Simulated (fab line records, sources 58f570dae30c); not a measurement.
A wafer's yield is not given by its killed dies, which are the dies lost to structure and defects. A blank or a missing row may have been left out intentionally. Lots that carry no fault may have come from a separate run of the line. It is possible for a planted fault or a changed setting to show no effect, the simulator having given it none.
8D (eight disciplines) problem report, filled in by code :: flow berkeley_cmos170 :: the parts of the form that need people (team, actions taken, sign-off) are left out

## 1. THE PROBLEM
At UCB170_NWELL_IMPLANT_14, beam_energy_keV averages 155.71 over 9 wafers from 3 lots, while fault-free wafers read 150.00, standard deviation 0.042. That is +99 or more standard deviations from the usual mean.
First observed at day 3 04:48: wafer L448.1, on implanter-01. The record holds 21 wafers of 7 lots with a number at this step. By rule, "out" or "out of limits" means more than 4 standard deviations away from the usual mean. All remaining wafers that have a number are taken as sound.

## 2. WHAT IT IS, WHAT IT ISN'T
question: which readings at this step
is: beam_energy_keV
is not: dose_ions_cm2

question: which lots
is: L448, L449, L452
is not: L445, L453, L462, L463

question: which wafers of those lots
is: all that have a number
is not: -

question: read on which tools
is: implanter-01
is not: implanter-02

question: when
is: from day 3 04:48
is not: up to then (3 sound wafers); but 9 sound wafers of L453, L462, L463 came after

## 3. WHAT RULES OUT EACH SUSPECT
Counting: any tool at a process step up to the reading is kept as a suspect provided that every lot that is out went through it and no sound lot did after the first of them.
- implanter-01 at UCB170_NWELL_IMPLANT_14: kept. All lots that are out passed through it, beginning with L448 at day 3 04:48, and no sound lot followed; its final sound lot before that point was L445 at day 2 08:01. Out on those wafers are its own readings of beam_energy_keV.
Left after counting: implanter-01 at UCB170_NWELL_IMPLANT_14.

## 4. THE CAUSE (what the simulator had put in)
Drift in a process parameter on implanter-01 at UCB170_NWELL_IMPLANT_14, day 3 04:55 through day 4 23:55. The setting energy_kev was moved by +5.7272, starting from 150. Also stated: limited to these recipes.
Counting left only this tool.

## 5. SEQUENCE OF EFFECTS, ordered by route
Each row: a reading whose mean over the struck wafers that have a number lies more than 3 standard deviations from the usual. Only readings whose record carries a usual standard deviation are examined. hours: median over the lots of the time between each lot's start at the first step of this table that gives one and its start at this step. sigmas: the change, counted in usual standard deviations.
hours: 0
step: UCB170_NWELL_IMPLANT_14
reading: beam_energy_keV
usual: 150.00
on struck wafers: 155.71
change: +5.71
sigmas: +99 or more
The process steps in it:
- UCB170_NWELL_IMPLANT_14

## 6. HOW IT WOULD HAVE BEEN CAUGHT EARLIER
In this record the first reading out of limits was taken at day 3 04:48.
